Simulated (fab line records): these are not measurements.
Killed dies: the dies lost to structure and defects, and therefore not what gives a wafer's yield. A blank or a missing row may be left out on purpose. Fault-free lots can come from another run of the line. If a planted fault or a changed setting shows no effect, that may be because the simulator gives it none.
Which tool was responsible? || flow rit_cmos || 14 lots, 40 wafers sampled, at 5 steps of a route of 202

## WHAT EACH GAUGE READ, for each wafer
RIT_M1_CD_MEAS_09 targets a cd of 2600 nm. Usual: cd_nm 2600.2 nm, standard deviation 2.6.
{"lot": "L354", "measured": "day 3 11:53", "on": "cd_sem-02", "cd_nm (nm)": "2601.5 2605.1 2602.9", "flag": ""}
{"lot": "L355", "measured": "day 3 20:53", "on": "cd_sem-01", "cd_nm (nm)": "2600.1 2599.4 2599.6", "flag": ""}
{"lot": "L356", "measured": "day 4 01:14", "on": "cd_sem-01", "cd_nm (nm)": "2598.1 2597.3 2598.2", "flag": ""}
{"lot": "L357", "measured": "day 4 05:12", "on": "cd_sem-02", "cd_nm (nm)": "2604.2 2604.1 2604.7", "flag": ""}
{"lot": "L358", "measured": "day 4 15:43", "on": "cd_sem-01", "cd_nm (nm)": "2599.2 2597.9 2599.3", "flag": ""}
{"lot": "L359", "measured": "day 4 21:11", "on": "cd_sem-01", "cd_nm (nm)": "2600.5 2598.8 2600.9", "flag": ""}
{"lot": "L360", "measured": "day 5 06:58", "on": "cd_sem-02", "cd_nm (nm)": "2598.9 2597.8 2598.3", "flag": ""}
{"lot": "L362", "measured": "day 5 20:08", "on": "cd_sem-01", "cd_nm (nm)": "2602.3 2600.6 2601.1", "flag": ""}
{"lot": "L363", "measured": "day 6 04:41", "on": "cd_sem-02", "cd_nm (nm)": "2599.8 2599.6 2601.1", "flag": ""}
{"lot": "L364", "measured": "day 6 14:46", "on": "cd_sem-02", "cd_nm (nm)": "2599.1 2596.9 2599.1", "flag": ""}
{"lot": "L365", "measured": "day 6 19:50", "on": "cd_sem-02", "cd_nm (nm)": "2604.4 2605.8 2605.9", "flag": ""}
{"lot": "L366", "measured": "day 6 19:15", "on": "cd_sem-02", "cd_nm (nm)": "2597.8 2599.9 2598.2", "flag": ""}
{"lot": "L369", "measured": "day 7 13:43", "on": "cd_sem-01", "cd_nm (nm)": "2598.7 2599.7", "flag": ""}
{"lot": "L372", "measured": "day 8 02:08", "on": "cd_sem-02", "cd_nm (nm)": "2600.4 2602.2", "flag": ""}

RIT_M1_BOW_MEAS_16. Usual: M1_BOW gives 18 um (standard deviation 6.7).
{"lot": "L354", "measured": "day 3 14:25", "on": "film_metro-04", "M1_BOW (um)": "27 8 17", "flag": ""}
{"lot": "L355", "measured": "day 3 23:26", "on": "film_metro-02", "M1_BOW (um)": "19 26 13", "flag": ""}
{"lot": "L356", "measured": "day 4 03:47", "on": "film_metro-01", "M1_BOW (um)": "21 18 10", "flag": ""}
{"lot": "L357", "measured": "day 4 07:45", "on": "film_metro-01", "M1_BOW (um)": "26 33 19", "flag": ""}
{"lot": "L358", "measured": "day 4 18:15", "on": "film_metro-04", "M1_BOW (um)": "26 15 23", "flag": ""}
{"lot": "L359", "measured": "day 4 23:43", "on": "film_metro-02", "M1_BOW (um)": "16 14 19", "flag": ""}
{"lot": "L360", "measured": "day 5 09:31", "on": "film_metro-01", "M1_BOW (um)": "18 16 18", "flag": ""}
{"lot": "L362", "measured": "day 5 22:40", "on": "film_metro-02", "M1_BOW (um)": "7 7 6", "flag": ""}
{"lot": "L363", "measured": "day 6 07:25", "on": "film_metro-01", "M1_BOW (um)": "16 19 27", "flag": ""}
{"lot": "L364", "measured": "day 6 17:35", "on": "film_metro-04", "M1_BOW (um)": "21 10 11", "flag": ""}
{"lot": "L365", "measured": "day 6 23:47", "on": "film_metro-01", "M1_BOW (um)": "20 37 13", "flag": ""}
{"lot": "L366", "measured": "day 6 22:17", "on": "film_metro-01", "M1_BOW (um)": "15 21 1", "flag": ""}
{"lot": "L369", "measured": "day 7 16:16", "on": "film_metro-01", "M1_BOW (um)": "14 18 - -", "flag": ""}
{"lot": "L372", "measured": "day 8 04:40", "on": "film_metro-01", "M1_BOW (um)": "10 8 - -", "flag": ""}

## WHAT TOOL EACH LOT RAN ON (gives the tool, then ch and the chambers of the sampled wafers, and finally the start)
{"lot": "L354", "RIT_ACTIVE_ETCH_13": "rie_diel-03 ch 0,2,3, day 1 17:06", "RIT_PRETRO_STRIP_09": "plasma_asher-01 ch 0,1, day 2 10:55", "RIT_M1_ANNEAL_15": "furnace-02 ch 0, day 3 12:55"}
{"lot": "L355", "RIT_ACTIVE_ETCH_13": "rie_diel-02 ch 0,3, day 1 21:32", "RIT_PRETRO_STRIP_09": "plasma_asher-01 ch 0,1, day 2 15:05", "RIT_M1_ANNEAL_15": "furnace-02 ch 0, day 3 21:55"}
{"lot": "L356", "RIT_ACTIVE_ETCH_13": "rie_diel-01 ch 0,1, day 2 01:46", "RIT_PRETRO_STRIP_09": "plasma_asher-04 ch 0,1, day 2 19:10", "RIT_M1_ANNEAL_15": "furnace-02 ch 0, day 4 02:16"}
{"lot": "L357", "RIT_ACTIVE_ETCH_13": "rie_diel-01 ch 0,2,3, day 2 06:44", "RIT_PRETRO_STRIP_09": "plasma_asher-02 ch 0,1, day 2 23:40", "RIT_M1_ANNEAL_15": "furnace-02 ch 0, day 4 06:14"}
{"lot": "L358", "RIT_ACTIVE_ETCH_13": "rie_diel-01 ch 0,3, day 2 13:04", "RIT_PRETRO_STRIP_09": "plasma_asher-04 ch 0,1, day 3 06:18", "RIT_M1_ANNEAL_15": "furnace-02 ch 0, day 4 16:43"}
{"lot": "L359", "RIT_ACTIVE_ETCH_13": "rie_diel-02 ch 2,3, day 2 15:43", "RIT_PRETRO_STRIP_09": "plasma_asher-02 ch 0,1, day 3 12:23", "RIT_M1_ANNEAL_15": "furnace-02 ch 0, day 4 22:13"}
{"lot": "L360", "RIT_ACTIVE_ETCH_13": "rie_diel-03 ch 2,3, day 2 22:37", "RIT_PRETRO_STRIP_09": "plasma_asher-02 ch 0,1, day 3 20:14", "RIT_M1_ANNEAL_15": "furnace-02 ch 0, day 5 07:59"}
{"lot": "L362", "RIT_ACTIVE_ETCH_13": "rie_diel-02 ch 1,2,3, day 3 09:24", "RIT_PRETRO_STRIP_09": "plasma_asher-02 ch 0,1, day 4 12:16", "RIT_M1_ANNEAL_15": "furnace-02 ch 0, day 5 21:10"}
{"lot": "L363", "RIT_ACTIVE_ETCH_13": "rie_diel-03 ch 1,2, day 3 14:57", "RIT_PRETRO_STRIP_09": "plasma_asher-01 ch 0,1, day 4 18:25", "RIT_M1_ANNEAL_15": "furnace-02 ch 0, day 6 05:53"}
{"lot": "L364", "RIT_ACTIVE_ETCH_13": "rie_diel-03 ch 1,2,3, day 3 21:07", "RIT_PRETRO_STRIP_09": "plasma_asher-02 ch 0,1, day 5 03:11", "RIT_M1_ANNEAL_15": "furnace-02 ch 0, day 6 16:03"}
{"lot": "L365", "RIT_ACTIVE_ETCH_13": "rie_diel-02 ch 1,2,3, day 4 01:26", "RIT_PRETRO_STRIP_09": "plasma_asher-04 ch 0,1, day 5 02:55", "RIT_M1_ANNEAL_15": "furnace-02 ch 0, day 6 22:17"}
{"lot": "L366", "RIT_ACTIVE_ETCH_13": "rie_diel-01 ch 0,2,3, day 4 07:38", "RIT_PRETRO_STRIP_09": "plasma_asher-02 ch 0,1, day 5 10:13", "RIT_M1_ANNEAL_15": "furnace-02 ch 0, day 6 20:47"}
{"lot": "L369", "RIT_ACTIVE_ETCH_13": "rie_diel-01 ch 2,3, day 4 20:59", "RIT_PRETRO_STRIP_09": "plasma_asher-04 ch 0,1, day 5 22:17", "RIT_M1_ANNEAL_15": "furnace-02 ch 0, day 7 14:44"}
{"lot": "L372", "RIT_ACTIVE_ETCH_13": "rie_diel-01 ch 0,3, day 5 14:29", "RIT_PRETRO_STRIP_09": "plasma_asher-02 ch 1, day 6 18:56", "RIT_M1_ANNEAL_15": "furnace-02 ch 0, day 8 03:07"}
- RIT_ACTIVE_ETCH_13: etches Si3N4 in SF6, stops on SiO2, time 210 s, target depth 210 nm.
- RIT_PRETRO_STRIP_09: strips in O2, time 180 s.
- RIT_M1_ANNEAL_15: time 1800 s.

## AS READ BY THE TOOLS THEMSELVES (means over the sampled wafers that have a number; for cases with no such wafer, the mark the record gives instead)
RIT_ACTIVE_ETCH_13. Usual: drypump_motor_current_A 5.9 A, standard deviation 0.41; oes_product_au 0.828 a.u., standard deviation 0.014; throttle_valve_pct 7.57 %, standard deviation 0.056.
{"lot": "L354", "tool": "rie_diel-03", "drypump_motor_current_A (A)": 6.1, "oes_product_au (a.u.)": 0.814, "throttle_valve_pct (%)": 7.56, "flag": ""}
{"lot": "L355", "tool": "rie_diel-02", "drypump_motor_current_A (A)": 5.3, "oes_product_au (a.u.)": 0.838, "throttle_valve_pct (%)": 7.59, "flag": ""}
{"lot": "L356", "tool": "rie_diel-01", "drypump_motor_current_A (A)": 6.0, "oes_product_au (a.u.)": 0.842, "throttle_valve_pct (%)": 7.52, "flag": ""}
{"lot": "L357", "tool": "rie_diel-01", "drypump_motor_current_A (A)": 6.0, "oes_product_au (a.u.)": 0.830, "throttle_valve_pct (%)": 7.52, "flag": ""}
{"lot": "L358", "tool": "rie_diel-01", "drypump_motor_current_A (A)": 6.0, "oes_product_au (a.u.)": 0.843, "throttle_valve_pct (%)": 7.50, "flag": ""}
{"lot": "L359", "tool": "rie_diel-02", "drypump_motor_current_A (A)": 6.2, "oes_product_au (a.u.)": 0.836, "throttle_valve_pct (%)": 7.55, "flag": ""}
{"lot": "L360", "tool": "rie_diel-03", "drypump_motor_current_A (A)": 6.2, "oes_product_au (a.u.)": 0.819, "throttle_valve_pct (%)": 7.55, "flag": ""}
{"lot": "L362", "tool": "rie_diel-02", "drypump_motor_current_A (A)": 5.8, "oes_product_au (a.u.)": 0.827, "throttle_valve_pct (%)": 7.58, "flag": ""}
{"lot": "L363", "tool": "rie_diel-03", "drypump_motor_current_A (A)": 5.8, "oes_product_au (a.u.)": 0.821, "throttle_valve_pct (%)": 7.60, "flag": ""}
{"lot": "L364", "tool": "rie_diel-03", "drypump_motor_current_A (A)": 6.0, "oes_product_au (a.u.)": 0.823, "throttle_valve_pct (%)": 7.57, "flag": ""}
{"lot": "L365", "tool": "rie_diel-02", "drypump_motor_current_A (A)": 5.8, "oes_product_au (a.u.)": 0.830, "throttle_valve_pct (%)": 7.58, "flag": ""}
{"lot": "L366", "tool": "rie_diel-01", "drypump_motor_current_A (A)": 6.0, "oes_product_au (a.u.)": 0.823, "throttle_valve_pct (%)": 7.53, "flag": ""}
{"lot": "L369", "tool": "rie_diel-01", "drypump_motor_current_A (A)": 6.1, "oes_product_au (a.u.)": 0.830, "throttle_valve_pct (%)": 7.55, "flag": ""}
{"lot": "L372", "tool": "rie_diel-01", "drypump_motor_current_A (A)": 6.0, "oes_product_au (a.u.)": 0.849, "throttle_valve_pct (%)": 7.54, "flag": ""}

RIT_PRETRO_STRIP_09. Usual: drypump_motor_current_A 5.8 A, standard deviation 0.65.
{"lot": "L354", "tool": "plasma_asher-01", "drypump_motor_current_A (A)": 5.4, "flag": ""}
{"lot": "L355", "tool": "plasma_asher-01", "drypump_motor_current_A (A)": 5.4, "flag": ""}
{"lot": "L356", "tool": "plasma_asher-04", "drypump_motor_current_A (A)": 6.7, "flag": ""}
{"lot": "L357", "tool": "plasma_asher-02", "drypump_motor_current_A (A)": 5.3, "flag": ""}
{"lot": "L358", "tool": "plasma_asher-04", "drypump_motor_current_A (A)": 6.7, "flag": ""}
{"lot": "L359", "tool": "plasma_asher-02", "drypump_motor_current_A (A)": 5.3, "flag": ""}
{"lot": "L360", "tool": "plasma_asher-02", "drypump_motor_current_A (A)": 5.3, "flag": ""}
{"lot": "L362", "tool": "plasma_asher-02", "drypump_motor_current_A (A)": 5.3, "flag": ""}
{"lot": "L363", "tool": "plasma_asher-01", "drypump_motor_current_A (A)": 5.4, "flag": ""}
{"lot": "L364", "tool": "plasma_asher-02", "drypump_motor_current_A (A)": 5.3, "flag": ""}
{"lot": "L365", "tool": "plasma_asher-04", "drypump_motor_current_A (A)": 6.6, "flag": ""}
{"lot": "L366", "tool": "plasma_asher-02", "drypump_motor_current_A (A)": 5.3, "flag": ""}
{"lot": "L369", "tool": "plasma_asher-04", "drypump_motor_current_A (A)": 6.7, "flag": ""}
{"lot": "L372", "tool": "plasma_asher-02", "drypump_motor_current_A (A)": 5.2, "flag": ""}

RIT_M1_ANNEAL_15. Usual: zone_power_centre_pct 16.79 %, standard deviation 0.18.
{"lot": "L354", "tool": "furnace-02", "zone_power_centre_pct (%)": 16.54, "flag": ""}
{"lot": "L355", "tool": "furnace-02", "zone_power_centre_pct (%)": 16.76, "flag": ""}
{"lot": "L356", "tool": "furnace-02", "zone_power_centre_pct (%)": 16.63, "flag": ""}
{"lot": "L357", "tool": "furnace-02", "zone_power_centre_pct (%)": 16.80, "flag": ""}
{"lot": "L358", "tool": "furnace-02", "zone_power_centre_pct (%)": 16.86, "flag": ""}
{"lot": "L359", "tool": "furnace-02", "zone_power_centre_pct (%)": 16.68, "flag": ""}
{"lot": "L360", "tool": "furnace-02", "zone_power_centre_pct (%)": 16.86, "flag": ""}
{"lot": "L362", "tool": "furnace-02", "zone_power_centre_pct (%)": 16.84, "flag": ""}
{"lot": "L363", "tool": "furnace-02", "zone_power_centre_pct (%)": 16.82, "flag": ""}
{"lot": "L364", "tool": "furnace-02", "zone_power_centre_pct (%)": 16.60, "flag": ""}
{"lot": "L365", "tool": "furnace-02", "zone_power_centre_pct (%)": 16.78, "flag": ""}
{"lot": "L366", "tool": "furnace-02", "zone_power_centre_pct (%)": 16.84, "flag": ""}
{"lot": "L369", "tool": "furnace-02", "zone_power_centre_pct (%)": 16.91, "flag": ""}
{"lot": "L372", "tool": "furnace-02", "zone_power_centre_pct (%)": 16.82, "flag": ""}

## THE ANSWER, worked out from the rows above alone
Rule: take the mean of a lot's wafers that have a number; if it is more than 3 standard deviations from the usual mean, the lot is off. A lot without any number at a reading at which 4 lots or more have one is off too. The other lots that the step has rows for count as sound. Order of review: gauges by route order, followed by the tools' own readings, for which a lot's mean as printed above is used. The first step at which some lot is off is used, and at that step the reading that is off furthest; a lot without a number counts as furthest.
Across all readings shown, no lot is off: no conclusion can be drawn from this.

## WHAT THE SIMULATOR HAD INSERTED
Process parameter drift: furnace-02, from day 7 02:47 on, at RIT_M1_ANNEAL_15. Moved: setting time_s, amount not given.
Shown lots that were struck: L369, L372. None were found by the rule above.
